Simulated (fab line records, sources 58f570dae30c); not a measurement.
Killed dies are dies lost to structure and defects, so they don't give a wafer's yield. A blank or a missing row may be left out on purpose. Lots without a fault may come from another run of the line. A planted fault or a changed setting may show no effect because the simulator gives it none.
Problem report in the 8D (eight disciplines) form, filled by code | flow berkeley_cmos170 | the parts of the form that need people (team, actions taken, sign-off) are left out

1. THE PROBLEM
run_length_s at UCB170_SPACER_ETCHBACK_03 reads a mean of 88.7 s on 9 wafers of 3 lots; wafers without a fault read 128.4 s with a standard deviation of 0.47. That is -84 standard deviations from the usual mean.
The step: etches SiO2 in CHF3/CF4/Ar, stops on Si, target depth 376 nm, time 100 s.
First seen on wafer L808.1, day 9 04:36, on rie_diel-04. The record holds 21 wafers of 7 lots with a number at this step. Rule for "out", or "out of limits": more than 4 standard deviations from the usual mean. The other wafers with a number count as sound.

2. WHAT IT IS AND WHAT IT IS NOT
question                    | is                           | is not
which readings at this step | run_length_s, oes_product_au | drypump_motor_current_A, throttle_valve_pct
which lots                  | L808, L810, L813             | L800, L801, L818, L819
which wafers of those lots  | all that have a number       | -
read on which tools         | rie_diel-04                  | rie_diel-02, rie_diel-03
when                        | from day 9 04:36             | up to then (6 sound wafers); but 6 sound wafers of L818, L819 came after

3. SUSPECTS, AND WHAT RULES EACH OUT
Counting: a tool at a process step up to the reading stays a suspect if it ran every lot that is out and no sound lot after the first of them.
- pecvd-03 at UCB170_SPACER_CVD_00 (deposits SiO2 from TEOS/O2, target thk 376 nm, time 47 s): kept. It ran every lot that is out, first L808 (day 9 01:27), and no sound lot after that.
- rie_diel-04 at UCB170_SPACER_ETCHBACK_03 (etches SiO2 in CHF3/CF4/Ar, stops on Si, target depth 376 nm, time 100 s): kept. It ran every lot that is out, first L808 (day 9 04:36), and no sound lot after that; its last sound lot up to then is L800 (day 6 12:43). Its own readings are out on those wafers: oes_product_au, run_length_s.
Left after counting: pecvd-03 at UCB170_SPACER_CVD_00, rie_diel-04 at UCB170_SPACER_ETCHBACK_03.

4. THE CAUSE (what the simulator had put in)
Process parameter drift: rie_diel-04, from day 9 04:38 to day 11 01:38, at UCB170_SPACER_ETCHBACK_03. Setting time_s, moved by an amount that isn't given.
Counting left 2 suspects, and this tool is among them.

5. THE CHAIN OF EFFECTS, in route order
Each row: a reading whose mean over the struck wafers that have a number lies more than 3 standard deviations from the usual. Only readings for which the record gives a usual standard deviation are gone through. hours: the time from each lot's start at the first step in this table that gives one to its start at this step, as a median over the lots. sigmas: the change in usual standard deviations.
hours | step                      | reading        | usual      | on struck wafers | change | sigmas
0     | UCB170_SPACER_ETCHBACK_03 | oes_product_au | 0.900 a.u. | 0.997            | +0.097 | +6.0
0     | UCB170_SPACER_ETCHBACK_03 | run_length_s   | 128.4 s    | 88.7             | -39.7  | -84
The process steps in it:
- UCB170_SPACER_ETCHBACK_03: etches SiO2 in CHF3/CF4/Ar, stops on Si, target depth 376 nm, time 100 s.
Readings that are blank on the struck wafers while sound wafers have them: rf_fwd_power_W at UCB170_SPACER_ETCHBACK_03.

6. WHAT WOULD HAVE CAUGHT IT SOONER
In this record the first reading out of limits was taken at day 9 04:36.
